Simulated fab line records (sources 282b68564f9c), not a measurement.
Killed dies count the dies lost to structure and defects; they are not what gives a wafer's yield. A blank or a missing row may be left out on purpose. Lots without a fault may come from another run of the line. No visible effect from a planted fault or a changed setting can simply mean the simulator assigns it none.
Split-lot experiment :: flow ritCmos :: on a route of 202 steps: 5 lots, 23 wafers read

== THE SPLIT ITSELF ==
At RIT_GATE_CVD_08 (deposits poly-Si from SiH4, target thk 250 nm, time 2220 s), the setting pressureMtorr was moved away from the recipe's 300 mTorr on 20 of the 23 wafers read, by -14.9% to +10.5%. All remaining wafers had this setting at the recipe value.

The file shows no step between the split and the reading.

== THE READING ==
At RIT_GATE_THK_MEAS_09: GATE_POLY_THK, given in nm. A value of 249.8 nm with a standard deviation of 2.2 nm is what fault-free wafers of this fab line usually give.

wafer: L074.1
tool, chamber at the split: -, -
pressureMtorr as run, mTorr: 331.6
against the recipe: +10.5%
GATE_POLY_THK, nm: 260.5
against lot-mates on the recipe: no lot-mate on the recipe

wafer: L074.2
tool, chamber at the split: -, -
pressureMtorr as run, mTorr: 331.6
against the recipe: +10.5%
GATE_POLY_THK, nm: 261.1
against lot-mates on the recipe: no lot-mate on the recipe

wafer: L074.3
tool, chamber at the split: -, -
pressureMtorr as run, mTorr: 331.6
against the recipe: +10.5%
GATE_POLY_THK, nm: 260.2
against lot-mates on the recipe: no lot-mate on the recipe

wafer: L074.4
tool, chamber at the split: -, -
pressureMtorr as run, mTorr: 331.6
against the recipe: +10.5%
GATE_POLY_THK, nm: 261.8
against lot-mates on the recipe: no lot-mate on the recipe

wafer: L074.6
tool, chamber at the split: -, -
pressureMtorr as run, mTorr: 331.6
against the recipe: +10.5%
GATE_POLY_THK, nm: 260.3
against lot-mates on the recipe: no lot-mate on the recipe

wafer: L077.2
tool, chamber at the split: -, -
pressureMtorr as run, mTorr: 255.3
against the recipe: -14.9%
GATE_POLY_THK, nm: 231.1
against lot-mates on the recipe: no lot-mate on the recipe

wafer: L077.3
tool, chamber at the split: -, -
pressureMtorr as run, mTorr: 255.3
against the recipe: -14.9%
GATE_POLY_THK, nm: 231.1
against lot-mates on the recipe: no lot-mate on the recipe

wafer: L077.4
tool, chamber at the split: -, -
pressureMtorr as run, mTorr: 255.3
against the recipe: -14.9%
GATE_POLY_THK, nm: 229.7
against lot-mates on the recipe: no lot-mate on the recipe

wafer: L077.5
tool, chamber at the split: -, -
pressureMtorr as run, mTorr: 255.3
against the recipe: -14.9%
GATE_POLY_THK, nm: 227.9
against lot-mates on the recipe: no lot-mate on the recipe

wafer: L077.6
tool, chamber at the split: -, -
pressureMtorr as run, mTorr: 255.3
against the recipe: -14.9%
GATE_POLY_THK, nm: 231.4
against lot-mates on the recipe: no lot-mate on the recipe

wafer: L079.1
tool, chamber at the split: -, -
pressureMtorr as run, mTorr: 278.4
against the recipe: -7.2%
GATE_POLY_THK, nm: 243.2
against lot-mates on the recipe: no lot-mate on the recipe

wafer: L079.2
tool, chamber at the split: -, -
pressureMtorr as run, mTorr: 278.4
against the recipe: -7.2%
GATE_POLY_THK, nm: 241.1
against lot-mates on the recipe: no lot-mate on the recipe

wafer: L079.3
tool, chamber at the split: -, -
pressureMtorr as run, mTorr: 278.4
against the recipe: -7.2%
GATE_POLY_THK, nm: 240.4
against lot-mates on the recipe: no lot-mate on the recipe

wafer: L079.4
tool, chamber at the split: -, -
pressureMtorr as run, mTorr: 278.4
against the recipe: -7.2%
GATE_POLY_THK, nm: 240.4
against lot-mates on the recipe: no lot-mate on the recipe

wafer: L079.5
tool, chamber at the split: -, -
pressureMtorr as run, mTorr: 278.4
against the recipe: -7.2%
GATE_POLY_THK, nm: 239.9
against lot-mates on the recipe: no lot-mate on the recipe

wafer: L082.1
tool, chamber at the split: -, -
pressureMtorr as run, mTorr: 311.3
against the recipe: +3.8%
GATE_POLY_THK, nm: 254.7
against lot-mates on the recipe: no lot-mate on the recipe

wafer: L082.2
tool, chamber at the split: -, -
pressureMtorr as run, mTorr: 311.3
against the recipe: +3.8%
GATE_POLY_THK, nm: 256.2
against lot-mates on the recipe: no lot-mate on the recipe

wafer: L082.4
tool, chamber at the split: -, -
pressureMtorr as run, mTorr: 311.3
against the recipe: +3.8%
GATE_POLY_THK, nm: 254.2
against lot-mates on the recipe: no lot-mate on the recipe

wafer: L082.5
tool, chamber at the split: -, -
pressureMtorr as run, mTorr: 311.3
against the recipe: +3.8%
GATE_POLY_THK, nm: 254.2
against lot-mates on the recipe: no lot-mate on the recipe

wafer: L082.6
tool, chamber at the split: -, -
pressureMtorr as run, mTorr: 311.3
against the recipe: +3.8%
GATE_POLY_THK, nm: 254.0
against lot-mates on the recipe: no lot-mate on the recipe

wafer: L085.2
tool, chamber at the split: lpcvd-01, 0
pressureMtorr as run, mTorr: 300
against the recipe: recipe
GATE_POLY_THK, nm: 249.3
against lot-mates on the recipe: -

wafer: L085.4
tool, chamber at the split: lpcvd-01, 0
pressureMtorr as run, mTorr: 300
against the recipe: recipe
GATE_POLY_THK, nm: 255.5
against lot-mates on the recipe: -

wafer: L085.5
tool, chamber at the split: lpcvd-01, 0
pressureMtorr as run, mTorr: 300
against the recipe: recipe
GATE_POLY_THK, nm: 254.6
against lot-mates on the recipe: -

FIT RESULTS
A straight line over all 23 wafers: GATE_POLY_THK changes by +1.22 nm for each +1% of pressureMtorr; r = +0.98; the points scatter about the line by 2.2 nm.
Too few moved wafers with a lot-mate on the recipe to fit a line net of each lot's own level.

== THE WHOLE CHAIN: every reading that the file lists as answering this split, in the file's order ==
step: RIT_GATE_CVD_08
what it does: deposits poly-Si from SiH4, target thk 250 nm, time 2220 s
reading: poly-Si_of_GATE_CVD_08.thkNm (the simulator's own value, which no gauge read)
change (the file's fit): +1.22 nm for each +1% of the setting
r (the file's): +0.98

step: RIT_GATE_THK_MEAS_09
what it does: 
reading: GATE_POLY_THK
change (the file's fit): +1.22 for each +1% of the setting
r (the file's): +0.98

step: RIT_GATE_ETCH_19
what it does: etches poly-Si in SF6/CHF3/O2, stops on SiO2, time 165 s, target depth 312.5 nm
reading: GATE.featureDepthNm (the simulator's own value, which no gauge read)
change (the file's fit): +1.22 nm for each +1% of the setting
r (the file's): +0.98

step: RIT_GATE_ETCH_19
what it does: etches poly-Si in SF6/CHF3/O2, stops on SiO2, time 165 s, target depth 312.5 nm
reading: etch.depthNm (the simulator's own value, which no gauge read)
change (the file's fit): +1.22 nm for each +1% of the setting
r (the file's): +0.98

== THE FILE'S OWN FIT ==
GATE_POLY_THK changes by +1.22 nm for each +1% of pressureMtorr, r = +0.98.
